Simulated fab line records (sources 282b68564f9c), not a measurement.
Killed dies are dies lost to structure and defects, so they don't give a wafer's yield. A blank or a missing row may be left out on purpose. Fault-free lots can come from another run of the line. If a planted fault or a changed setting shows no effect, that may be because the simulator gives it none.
Problem report, 8D (eight disciplines) form, completed by code + flow rit-cmos + the parts of the form that need people (team, actions taken, sign-off) are left out

## 1. PROBLEM STATEMENT
Wafers without a fault read 34.56 W, standard deviation 0.052; heater-power-total-W at RIT_NLDD_SOFTBAKE_02 reads a mean of 35.26 W on 6 wafers belonging to 2 lots. That is +13 standard deviations from the usual mean.
The step: time 60 s.
First observed at day 5 06:20: wafer L410.1, on litho-track-04. The record has a number at this step for 42 wafers belonging to 14 lots. By rule, "out" or "out of limits" means more than 4 standard deviations away from the usual mean. All remaining wafers that have a number are taken as sound.

## 2. WHAT IT IS AND WHAT IT IS NOT
| question                    | is                                 | is not                                                                                 |
|-----------------------------|------------------------------------|----------------------------------------------------------------------------------------|
| which readings at this step | heater-power-total-W, plate-temp-C | -                                                                                      |
| which lots                  | L410, L411                         | L399, L400, L401, L403, L404, L405, L407, L408, L414, L420, L421, L422                 |
| which wafers of those lots  | all that have a number             | -                                                                                      |
| read on which tools         | litho-track-04                     | litho-track-01, litho-track-03                                                         |
| when                        | from day 5 06:20                   | up to then (24 sound wafers); but 12 sound wafers of L414, L420, L421, L422 came after |

## 3. THE SUSPECTS, EACH WITH WHAT RULES IT OUT
Counting: a tool at a process step up to the reading stays a suspect if it ran every lot that is out and no sound lot after the first of them.
- litho-track-04 at RIT_NLDD_SOFTBAKE_02 (time 60 s): kept. It processed each lot that is out, first L410 at day 5 06:20, and no sound lot thereafter; up to then, the last sound lot it processed was L408 at day 4 23:12. Its own heater-power-total-W, plate-temp-C readings are out on those wafers.
The count leaves litho-track-04 at RIT_NLDD_SOFTBAKE_02.

## 4. THE CAUSE (what the simulator had put in)
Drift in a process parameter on litho-track-04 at RIT_NLDD_SOFTBAKE_02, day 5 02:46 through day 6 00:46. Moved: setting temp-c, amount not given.
Counting left only this tool.

## 5. THE EFFECT CHAIN, in route order
Each row: a reading whose mean over the struck wafers that have a number lies more than 3 standard deviations from the usual. Scope: only readings with a usual standard deviation given in the record; hours: median across lots of the time from each lot's start at the first step in this table that gives one to its start at this step; sigmas: change in usual standard deviations.
| hours | step                 | reading              | usual   | on struck wafers | change | sigmas |
|-------|----------------------|----------------------|---------|------------------|--------|--------|
| 0     | RIT_NLDD_SOFTBAKE_02 | heater-power-total-W | 34.56 W | 35.26            | +0.70  | +13    |
| 0     | RIT_NLDD_SOFTBAKE_02 | plate-temp-C         | 90.00 C | 91.31            | +1.31  | +12    |
The process steps in it:
- RIT_NLDD_SOFTBAKE_02: time 60 s.

## 6. HOW IT WOULD HAVE BEEN CAUGHT EARLIER
In this record no reading fell out of limits until day 5 06:20, 4 hours after the fault had begun at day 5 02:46.
